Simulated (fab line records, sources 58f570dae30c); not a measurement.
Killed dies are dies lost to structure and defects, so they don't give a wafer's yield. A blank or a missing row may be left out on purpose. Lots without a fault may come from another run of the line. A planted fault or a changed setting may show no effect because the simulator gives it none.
One fault seen from 2 desks | flow berkeley_cmos170 | each desk has only its own numbers; what lay behind them comes last

THE TOOL OWNER'S DESK: rie_metal-01
The tool's own readings at UCB170_M1_METAL_ETCH_12 (etches Al in Cl2/BCl3, stops on PSG, target depth 780 nm, time 130 s): means of the sampled wafers that have a number, for each lot that ran on this tool. A lot is out of limits, marked OUT, if its mean lies more than 4 standard deviations from the usual mean; the brackets give that distance.
Columns: A = bias_w at UCB170_M1_METAL_ETCH_12, usual 120.0 W; B = drypump_motor_current_A at UCB170_M1_METAL_ETCH_12, usual 5.8 A; C = mfc_cl2_sccm at UCB170_M1_METAL_ETCH_12, usual 90.05 sccm; D = oes_product_au at UCB170_M1_METAL_ETCH_12, usual 0.859 a.u.; E = rf_fwd_power_W at UCB170_M1_METAL_ETCH_12, usual 597.5 W; F = throttle_valve_pct at UCB170_M1_METAL_ETCH_12, usual 24.41 %
lot  | first seen here | A                | B   | C     | D     | E     | F
L445 | day 7 10:09     | 119.8            | 5.4 | 90.08 | 0.822 | 597.9 | 24.24
L447 | day 8 00:14     | 120.1            | 5.3 | 90.12 | 0.868 | 597.4 | 24.47
L452 | day 8 08:38     | 123.3 (+9.2) OUT | 5.3 | 90.17 | 0.841 | 595.2 | 24.36
L451 | day 8 09:24     | 123.5 (+9.6) OUT | 5.3 | 89.95 | 0.845 | 595.2 | 24.34
This desk's finding: out of limits on L451, L452; first on L452, day 8 08:38 (bias_w at UCB170_M1_METAL_ETCH_12). In limits: L445, L447.

THE METROLOGY DESK
What the gauges read, lot by lot, whatever tool the lot ran on: means of the sampled wafers that have a number. A lot is out of limits, marked OUT, if its mean lies more than 4 standard deviations from the usual mean; the brackets give that distance.
Columns: A = SILICIDE_TI_RS at UCB170_SILICIDE_RS_MEAS_02, usual 26.0 ohm/sq; B = cd_nm at UCB170_V1_CD_MEAS_12, usual 699.6 nm
lot  | first seen here | A    | B
L445 | day 7 01:01     | 26.0 | 699.0
L447 | day 7 16:43     | 26.1 | 700.3
L448 | day 7 16:52     | 25.9 | 700.3
L451 | day 8 00:31     | 26.0 | 699.7
L453 | day 8 01:55     | 25.7 | 700.6
L452 | day 8 02:04     | 26.2 | 699.6
L454 | day 9 03:19     | 26.2 | 698.0
L456 | day 9 03:28     | 26.1 | 699.7
L457 | day 9 10:10     | 26.2 | 699.3
L458 | day 9 10:22     | 25.9 | 697.5
L460 | day 10 04:59    | 25.8 | 700.8
L461 | day 10 05:22    | 25.9 | 701.1
L465 | day 11 06:04    | 25.9 | 698.5
L468 | day 11 17:28    | 26.0 | 701.1
This desk's finding: nothing out of limits on any of the 14 lots.

PUT TOGETHER
The tool owner's desk could have raised an alarm at day 8 08:38, on L451, L452.
The metrology desk saw nothing out of limits.
The metrology desk has L451, L452 on record, within its limits.
Of the lots named, all ran UCB170_M1_METAL_ETCH_12 on rie_metal-01.

WHAT THE SIMULATOR HAD PUT IN
Process parameter drift: rie_metal-01, from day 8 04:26 on, at UCB170_M1_METAL_ETCH_12. Setting bias_w, moved by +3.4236, from 120. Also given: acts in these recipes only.
Lots struck among those shown: L451, L452.
Hours from the fault's start to each desk's first reading out of limits: the tool owner's desk, 4.
